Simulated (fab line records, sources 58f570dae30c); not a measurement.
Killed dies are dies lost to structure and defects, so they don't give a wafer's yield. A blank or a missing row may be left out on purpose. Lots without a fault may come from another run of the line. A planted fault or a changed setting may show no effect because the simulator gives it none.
Split-lot experiment | flow berkeley_cmos170 | 5 lots, 23 wafers read, on a route of 331 steps

THE SPLIT
At UCB170_ACTIVE_ETCH_15 (etches Si3N4 in CH3F/Ar/O2, stops on SiO2, target depth 242 nm, time 151 s), the setting time_s was moved away from the recipe's 151 s on 9 of the 23 wafers read, by -8.9% to +11.1%. The other wafers ran this setting at the recipe's value.

The reading is taken at the split's own step.

THE READING
KrF_of_ACTIVE_COAT_08.thk_nm (the simulator's own value, which no gauge read), in nm, at UCB170_ACTIVE_ETCH_15 (etches Si3N4 in CH3F/Ar/O2, stops on SiO2, target depth 242 nm, time 151 s). The file gives no usual value for it. The 14 wafers here that ran the recipe average 718.3 nm, standard deviation 3.2 nm.

wafer  | tool, chamber at the split | time_s as run, s | against the recipe | KrF_of_ACTIVE_COAT_08.thk_nm, nm | against lot-mates on the recipe
L080.1 | rie_diel-03, 2             | 137.5            | -8.9%              | 737.7                            | +18.1
L080.2 | rie_diel-03, 3             | 137.5            | -8.9%              | 734.1                            | +14.5
L080.4 | rie_diel-03, 1             | 151              | recipe             | 722.7                            | -
L080.5 | rie_diel-03, 3             | 151              | recipe             | 716.5                            | -
L080.6 | rie_diel-03, 2             | 137.5            | -8.9%              | 739.2                            | +19.6
L082.2 | rie_diel-02, 2             | 151              | recipe             | 713.1                            | -
L082.3 | rie_diel-02, 1             | 151              | recipe             | 716.1                            | -
L082.6 | rie_diel-02, 3             | 151              | recipe             | 716.7                            | -
L081.1 | rie_diel-03, 0             | 151              | recipe             | 713.6                            | -
L081.2 | rie_diel-03, 3             | 151              | recipe             | 719.6                            | -
L081.3 | rie_diel-03, 1             | 151              | recipe             | 719.3                            | -
L081.4 | rie_diel-03, 2             | 151              | recipe             | 724.1                            | -
L081.6 | rie_diel-03, 3             | 151              | recipe             | 718.3                            | -
L085.1 | rie_diel-01, 0             | 167.7            | +11.1%             | 700.1                            | -17.9
L085.2 | rie_diel-01, 2             | 167.7            | +11.1%             | 695.9                            | -22.1
L085.3 | rie_diel-01, 1             | 167.7            | +11.1%             | 702.4                            | -15.6
L085.4 | rie_diel-01, 3             | 151              | recipe             | 718                              | -
L085.6 | rie_diel-01, 3             | 151              | recipe             | 718                              | -
L084.1 | rie_diel-02, 0             | 151              | recipe             | 723                              | -
L084.2 | rie_diel-02, 3             | 163.8            | +8.5%              | 702.3                            | -17.7
L084.3 | rie_diel-02, 2             | 151              | recipe             | 717                              | -
L084.4 | rie_diel-02, 1             | 163.8            | +8.5%              | 712.1                            | -7.9
L084.5 | rie_diel-02, 3             | 163.8            | +8.5%              | 706.2                            | -13.8

THE FIT
A straight line over all 23 wafers: KrF_of_ACTIVE_COAT_08.thk_nm changes by -1.76 nm for each +1% of time_s; r = -0.95; the points scatter about the line by 3.6 nm.
The same after taking each lot's own level away (the mean of its wafers on the recipe; 23 wafers): -1.74 nm for each +1%; r = -0.96; scatter 3.1 nm.
On that fit, the largest move of time_s shifts the reading by 19 nm.
The lots' own levels span 715.30 to 720.00 nm, that is 1.5 times the standard deviation above.
So the lot-to-lot level changes the slope little: the two slopes agree.
Check: with one of the wafers moved furthest among these (+11.1%) left out of the fit, the line predicts -18.9 nm for it against its lot-mates. It came out at -17.9 nm against them.

OTHER SPLITS ON THESE WAFERS
These wafers also went through other splits before the reading. Each is held against what the fit with the lots' levels taken away leaves over:
other split on the same wafers       | wafers away from the commonest value | r with KrF_of_ACTIVE_COAT_08.thk_nm (lot level and that fit taken away)
UCB170_START_OXIDATION_02 temp_c     | 18                                   | -0.07
UCB170_NWELL_PEB_10 peb_temp_c       | 8                                    | +0.00
UCB170_NWELL_ETCH_13 time_s          | 7                                    | -0.07
UCB170_PWELL_CVD_05 temp_c           | 10                                   | +0.04
UCB170_PWELL_IMPLANT_15 energy_kev   | 10                                   | +0.08
UCB170_WELLDRIVE_OXIDATION_01 temp_c | 13                                   | +0.04

THE WHOLE CHAIN: every reading that the file lists as answering this split, in the file's order
step                   | what it does                                                               | reading                                                                       | change (the file's fit)              | r (the file's)
UCB170_ACTIVE_ETCH_15  | etches Si3N4 in CH3F/Ar/O2, stops on SiO2, target depth 242 nm, time 151 s | KrF_of_ACTIVE_COAT_08.thk_nm (the simulator's own value, which no gauge read) | -1.72 nm for each +1% of the setting | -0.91
UCB170_ACTIVE_STRIP_16 | strips in O2                                                               | strip_time_to_endpoint_s                                                      | withheld for each +1% of the setting | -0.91

THE FILE'S OWN FIT
KrF_of_ACTIVE_COAT_08.thk_nm changes by -1.72 nm for each +1% of time_s, r = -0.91.
